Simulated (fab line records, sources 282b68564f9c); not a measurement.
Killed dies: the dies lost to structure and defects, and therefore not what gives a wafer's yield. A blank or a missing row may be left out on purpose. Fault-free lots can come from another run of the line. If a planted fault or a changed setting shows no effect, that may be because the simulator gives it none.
fab line records	flow rit_cmos
record lots=6	wafers=18	last_day=7
route steps=202 shown NRETRO@54 PRETRO@64 M1@202
lots untouched by any fault: they come from a run of this same line in which no faults occurred
start_h: hours from the record's first day to the start of the lot's first wafer shown	wait_h: hours elapsed since this lot's preceding step	" the same as in the row above	L1.1+2: a row that stands for several wafers	- value missing, or start not given	* or withheld: withheld	< > ~ a bound
route shown NAME@n: NAME is a module with steps in the file, n the number in the route of the first one	usual: the fault-free wafers' mean and standard deviation	same: alike in all rows	chamber/n: place in a boat	sites: each site's reading	_std_site: the values' standard deviation	_edge_site: mean of outer sites minus mean of inner sites	radius_mm: how far each site lies from the wafer's centre	mask NAME#n: copy n	behind: tool/chamber where the wafer was last shaped	hold: the reason the lot was held/the length of the hold in hours/how it ended	device: whichever transistor did not switch (one of n, p or np)	end of line: the same wafers' tests at the end of the route	a step without rows: its recipe alone	killed: dies that structure and defects cost at the first sort, which is not the same as the wafer's yield	map: dies across one wafer; x = killed, . = not, _ = none there
set.NAME: the setting the step ran with; set.NAME@STEP: the setting that earlier step ran with	model.NAME: the simulator's own value behind a step, which no gauge read
a table for each step, a row for each wafer; lots at some steps of the route
services: when a tool's chamber went out of use (start_h, in hours from the record's first day, below 0 if earlier), for how many hours, and the reason
## steps
# step RIT_NRETRO_COAT_01
# recipe resist=NOVOLAK	spin_rpm=2000	resist_thk_nm=1300
# step RIT_NRETRO_SOFTBAKE_02
# recipe resist=NOVOLAK	temp_c=90	time_s=60
# step RIT_NRETRO_EXPOSE_03
# recipe mask_id=M4	na=0.57	target_cd_nm=43900	dose_mj=250
# step RIT_NRETRO_PEB_04
# recipe resist=NOVOLAK	temp_c=withheld	time_s=withheld
# step RIT_NRETRO_DEVELOP_05
# recipe resist=NOVOLAK	develop_time_s=68	dev_temp_c=23
# step RIT_NRETRO_OVL_MEAS_06
# usual NRETRO_OVL=-0.4/1.6
lot.wafer	tool	chamber	start_h	wait_h	NRETRO_OVL[nm]
L326.1	overlay-02	-	36.57	-	-1.1
L326.3	"	-	"	"	-3.4
L326.5	"	-	"	"	-0.4
L336.2	overlay-02	-	86.74	-	0.0
L336.3	"	-	"	"	4.2
L336.5	"	-	"	"	0.8
L340.2	overlay-02	-	106.27	-	-0.2
L340.4	"	-	"	"	-2.4
L340.6	"	-	"	"	-0.1
L341.1	overlay-02	-	109.72	-	2.0
L341.2	"	-	"	"	-1.7
L341.5	"	-	"	"	1.9
L342.4	overlay-02	-	113.85	-	3.8
L342.5	"	-	"	"	0.9
L342.6	"	-	"	"	2.6
L345.3	overlay-02	-	129.89	-	-1.0
L345.4	"	-	"	"	-1.6
L345.5	"	-	"	"	-1.4
# step RIT_NRETRO_HARDBAKE_07
# recipe resist=NOVOLAK	temp_c=140	time_s=120
# step RIT_NRETRO_IMPLANT_08
# recipe species=P	energy_kev=70	dose_cm2=1.024e+13	tilt_deg=7
# step RIT_NRETRO_STRIP_09
# recipe chemistry=O2	time_s=180	resist=NOVOLAK	platen_temp_c=withheld	power_w=500	pressure_mtorr=4000	o2_flow_sccm=4000
# usual drypump_motor_current_A=5.6/0.44
lot.wafer	tool	chamber	start_h	wait_h	drypump_motor_current_A	rf_hours_counter_h
L326.1	plasma_asher-04	0	37.00	0.1	5.1	37
L326.3	"	0	"	"	5.1	-
L326.5	"	0	"	"	5.1	-
L336.2	plasma_asher-02	1	87.17	0.1	6.1	26
L336.3	"	0	"	"	5.7	-
L336.5	"	1	"	"	6.1	-
L340.2	plasma_asher-04	0	106.70	0.1	5.1	45
L340.4	"	1	"	"	6.0	-
L340.6	"	1	"	"	6.0	-
L341.1	plasma_asher-01	0	110.22	0.2	5.0	49
L341.2	"	1	"	"	6.0	49
L341.5	"	0	"	"	5.0	-
L342.4	plasma_asher-01	0	114.33	0.1	5.0	-
L342.5	"	0	"	"	5.0	-
L342.6	"	1	"	"	6.0	-
L345.3	plasma_asher-04	0	130.38	0.1	5.1	-
L345.4	"	1	"	"	6.0	-
L345.5	"	0	"	"	5.1	-
# step RIT_NRETRO_TW_MEAS_10
# usual NRETRO_TW=1069/10
lot.wafer	tool	chamber	start_h	wait_h	NRETRO_TW
L326.1	film_metro-04	-	37.18	0.1	1072
L326.3	"	-	"	"	1076
L326.5	"	-	"	"	1070
L336.2	film_metro-02	-	87.36	0.1	1088
L336.3	"	-	"	"	1081
L336.5	"	-	"	"	1079
L340.2	film_metro-02	-	106.89	0.1	1065
L340.4	"	-	"	"	1068
L340.6	"	-	"	"	1069
L341.1	film_metro-04	-	110.40	0.1	1071
L341.2	"	-	"	"	1069
L341.5	"	-	"	"	1075
L342.4	film_metro-02	-	114.47	0.1	1066
L342.5	"	-	"	"	1070
L342.6	"	-	"	"	1064
L345.3	film_metro-02	-	130.51	0.1	1062
L345.4	"	-	"	"	1062
L345.5	"	-	"	"	1066
# step RIT_PRETRO_HMDS_00
# recipe prime_time_s=60	prime_temp_c=140
# step RIT_PRETRO_COAT_01
# recipe resist=NOVOLAK	spin_rpm=2000	resist_thk_nm=1300
# step RIT_PRETRO_SOFTBAKE_02
# recipe resist=NOVOLAK	temp_c=90	time_s=60
# usual heater_power_total_W=34.57/0.048	plate_temp_C=90.00/0.13
lot.wafer	tool	chamber	start_h	wait_h	heater_power_total_W	plate_temp_C	model.NOVOLAK_of_PRETRO_COAT_01.thk_nm
L326.1	litho_track-03	0	37.54	0.1	34.57	89.89	1297
L326.3	"	0	"	"	34.63	89.94	1300
L326.5	"	0	"	"	34.55	89.84	1295
L336.2	litho_track-02	0	87.73	0.1	34.63	90.10	1306
L336.3	"	0	"	"	34.60	90.02	1308
L336.5	"	0	"	"	34.55	90.17	1304
L340.2	litho_track-03	0	107.26	0.1	39.34	98.88	1264
L340.4	"	0	"	"	39.39	98.80	1264
L340.6	"	0	"	"	39.39	99.01	1267
L341.1	litho_track-02	0	110.76	0.1	34.60	90.14	1303
L341.2	"	0	"	"	34.55	89.92	1303
L341.5	"	0	"	"	34.58	90.08	1303
L342.4	litho_track-04	0	114.88	0.1	34.57	89.93	1306
L342.5	"	0	"	"	34.60	90.01	1302
L342.6	"	0	"	"	34.54	89.94	1303
L345.3	litho_track-03	0	130.90	0.1	39.48	99.25	1266
L345.4	"	0	"	"	39.38	98.82	1271
L345.5	"	0	"	"	39.51	99.15	1268
# step RIT_PRETRO_EXPOSE_03
# recipe mask_id=M5	na=0.57	target_cd_nm=43700	dose_mj=250
# step RIT_PRETRO_PEB_04
# recipe resist=NOVOLAK	temp_c=withheld	time_s=withheld
# step RIT_PRETRO_DEVELOP_05
# recipe resist=NOVOLAK	develop_time_s=68	dev_temp_c=23
lot.wafer	tool	chamber	start_h	wait_h	model.NOVOLAK_of_PRETRO_COAT_01.thk_nm
L326.1	litho_track-04	0	-	-	1296
L326.3	"	0	"	"	1299
L326.5	"	0	"	"	1295
L336.2	litho_track-02	0	-	-	1305
L336.3	"	0	"	"	1308
L336.5	"	0	"	"	1303
L340.2	litho_track-03	0	-	-	1263
L340.4	"	0	"	"	1264
L340.6	"	0	"	"	1266
L341.1	litho_track-04	0	-	-	1303
L341.2+5	"	0	"	"	1302
L342.4	litho_track-04	0	-	-	1306
L342.5	"	0	"	"	1301
L342.6	"	0	"	"	1303
L345.3	litho_track-03	0	-	-	1266
L345.4	"	0	"	"	1271
L345.5	"	0	"	"	1268
# step RIT_PRETRO_OVL_MEAS_06
# usual PRETRO_OVL=1.1/1.4
lot.wafer	tool	chamber	start_h	wait_h	PRETRO_OVL[nm]
L326.1	overlay-02	-	38.31	-	1.4
L326.3	"	-	"	"	1.9
L326.5	"	-	"	"	1.3
L336.2	overlay-02	-	88.29	-	0.0
L336.3	"	-	"	"	-1.0
L336.5	"	-	"	"	0.0
L340.2	overlay-01	-	107.82	-	-0.7
L340.4	"	-	"	"	-1.8
L340.6	"	-	"	"	-0.4
L341.1	overlay-01	-	111.46	-	1.7
L341.2	"	-	"	"	4.0
L341.5	"	-	"	"	3.3
L342.4	overlay-01	-	115.40	-	2.2
L342.5	"	-	"	"	3.0
L342.6	"	-	"	"	0.7
L345.3	overlay-02	-	131.45	-	2.8
L345.4	"	-	"	"	3.7
L345.5	"	-	"	"	0.9
# step RIT_M1_PROBE_99
# usual killed_at_M0_to_M3=0.0/0.14	killed_at_contacts=0.1/0.26	killed_at_front_end=7/3.2	killed_dies=7/3.2	killed_on_rim=1.6/1.2	killed_open=3.2/2.1	killed_short=3.7/2.1
# same gross_dies=264	killed_at_M4_up=0	killed_at_back_side=0	killed_at_other=0
lot.wafer	tool	chamber	start_h	wait_h	killed_at_M0_to_M3	killed_at_contacts	killed_at_front_end	killed_dies	killed_on_rim	killed_open	killed_short
L326.1	prober-01	-	65.52	0.1	0	0	11	11	3	4	7
L326.3	prober-01	-	65.62	0.2	0	0	9	9	3	4	5
L326.5	prober-01	-	65.72	0.2	0	0	3	3	1	2	1
L336.2	prober-01	-	115.63	0.1	0	0	9	9	3	3	6
L336.3	prober-01	-	115.68	0.2	0	1	7	8	4	4	3
L336.5	prober-01	-	115.78	0.2	0	0	1	1	0	1	0
L340.2	prober-01	-	134.99	0.1	0	0	8	8	1	5	3
L340.4	prober-01	-	135.09	0.2	0	0	12	12	3	7	5
L340.6	prober-01	-	135.19	0.2	1	0	8	9	3	3	6
L341.1	prober-02	-	138.56	0.1	0	0	3	3	1	0	3
L341.2	prober-02	-	138.61	0.1	0	0	4	4	1	2	2
L341.5	prober-02	-	138.76	0.2	0	0	5	5	1	2	3
L342.4	prober-01	-	142.76	0.2	0	0	6	6	1	2	4
L342.5	prober-01	-	142.81	0.2	0	0	6	6	1	5	1
L342.6	prober-01	-	142.86	0.2	0	0	9	9	3	5	4
L345.3	prober-02	-	157.93	0.2	0	0	6	6	0	4	2
L345.4	prober-02	-	157.98	0.2	0	0	5	5	1	1	4
L345.5	prober-02	-	158.03	0.2	0	0	5	5	0	4	1
# killed by level:class
L326.1 FOX1:geometric_particle:short=3 REOX:geometric_particle:short=2 FOX1:geometric_particle:open=1 GATE:geometric_particle:open=1 FOX2:geometric_particle:short=1 GATE:geometric_particle:short=1 REOX:geometric_particle:open=1 SILICIDE:geometric_particle:open=1
L326.3 GATE:geometric_particle:short=3 FOX1:geometric_particle:short=1 FOX2:geometric_particle:open=1 GATE:geometric_particle:open=1 REOX:geometric_particle:open=1 SPACER:geometric_particle:short=1 SPACER:geometric_particle:open=1
L326.5 FOX1:geometric_particle:open=1 GATE:geometric_particle:open=1 SILICIDE:geometric_particle:short=1
L336.2 GATE:geometric_particle:open=2 GATE:geometric_particle:short=2 REOX:geometric_particle:short=2 ACTIVE:geometric_particle:short=1 FOX1:geometric_particle:short=1 REOX:geometric_particle:open=1
L336.3 GATE:geometric_particle:open=2 GATE:geometric_particle:short=2 REOX:geometric_particle:open=1 SILICIDE:geometric_particle:short=1 CONTACT:geometric_particle:open=1 NWELL:coat_microbubble_printed=1
L336.5 SPACER:geometric_particle:open=1
L340.2 SILICIDE:geometric_particle:open=3 FOX1:geometric_particle:short=2 FOX1:geometric_particle:open=1 GATE:geometric_particle:open=1 SILICIDE:geometric_particle:short=1
L340.4 GATE:geometric_particle:open=3 FOX1:geometric_particle:open=2 FOX1:geometric_particle:short=2 REOX:geometric_particle:open=2 GATE:geometric_particle:short=1 SPACER:geometric_particle:short=1 SILICIDE:geometric_particle:short=1
L340.6 GATE:geometric_particle:short=2 SPACER:geometric_particle:short=2 FOX2:geometric_particle:open=1 REOX:geometric_particle:open=1 REOX:geometric_particle:short=1 SPACER:geometric_particle:open=1 M1:geometric_particle:short=1
L341.1 GATE:geometric_particle:short=1 REOX:geometric_particle:short=1 SILICIDE:geometric_particle:short=1
L341.2 FOX2:geometric_particle:open=1 GATE:geometric_particle:short=1 SILICIDE:geometric_particle:short=1 SILICIDE:geometric_particle:open=1
L341.5 FOX1:geometric_particle:short=1 FOX2:geometric_particle:open=1 FOX2:geometric_particle:short=1 GATE:geometric_particle:open=1 SPACER:geometric_particle:short=1
L342.4 GATE:geometric_particle:short=2 SILICIDE:geometric_particle:open=2 SPACER:geometric_particle:short=1 SILICIDE:geometric_particle:short=1
L342.5 GATE:geometric_particle:open=3 SILICIDE:geometric_particle:open=2 SILICIDE:geometric_particle:short=1
L342.6 GATE:geometric_particle:short=2 SPACER:geometric_particle:open=2 GATE:geometric_particle:open=1 REOX:geometric_particle:short=1 REOX:geometric_particle:open=1 SILICIDE:geometric_particle:short=1 SILICIDE:geometric_particle:open=1
L345.3 GATE:geometric_particle:open=2 FOX1:geometric_particle:short=1 FOX1:geometric_particle:open=1 SPACER:geometric_particle:open=1 SILICIDE:geometric_particle:short=1
L345.4 SPACER:geometric_particle:short=2 GATE:geometric_particle:short=1 REOX:geometric_particle:short=1 SPACER:geometric_particle:open=1
L345.5 GATE:geometric_particle:open=2 SPACER:geometric_particle:open=2 SPACER:geometric_particle:short=1
## services
tool	chamber	start_h	hours	kind
plasma_asher-02	-	92.79	55.8	repair
plasma_asher-04	-	108.92	9.0	pm
plasma_asher-04	0	108.92	9.0	vent_cycle
plasma_asher-04	1	108.92	9.0	vent_cycle
plasma_asher-04	0	117.92	-	clean
plasma_asher-04	1	117.92	-	clean
## key
first_sign step=RIT_PRETRO_SOFTBAKE_02	reading=heater_power_total_W	direction=up	sigmas=99+	usual=34.57	struck=39.41
effect step=RIT_PRETRO_SOFTBAKE_02	reading=plate_temp_C	direction=up	sigmas=67	usual=*	struck=*
model_effect step=RIT_PRETRO_SOFTBAKE_02	value=NOVOLAK_of_PRETRO_COAT_01.thk_nm	without=1298	struck=1267
model_effect step=RIT_PRETRO_DEVELOP_05	value=NOVOLAK_of_PRETRO_COAT_01.thk_nm	without=1297	struck=1266
met_at RIT_PRETRO_SOFTBAKE_02
struck_wafers L340.2,L340.4,L340.6,L345.3,L345.4,L345.5
tester_left_out L340,L345
onset_between 37.54 107.26
fault kind=process_parameter_drift	tool=litho_track-03	chamber=-	onset_h=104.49	steps=RIT_PRETRO_SOFTBAKE_02	channel=temp_c	offset=*	shape=step	end_h=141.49	acts_in=*	stated=*
# tester_left_out: of these lots the tester's yield and bins aren't shown, on N5 and GAA mostly nor the transistor test; their killed dies are dies lost to structure and defects alone, not to doping, threshold or leakage, so they don't give the yield
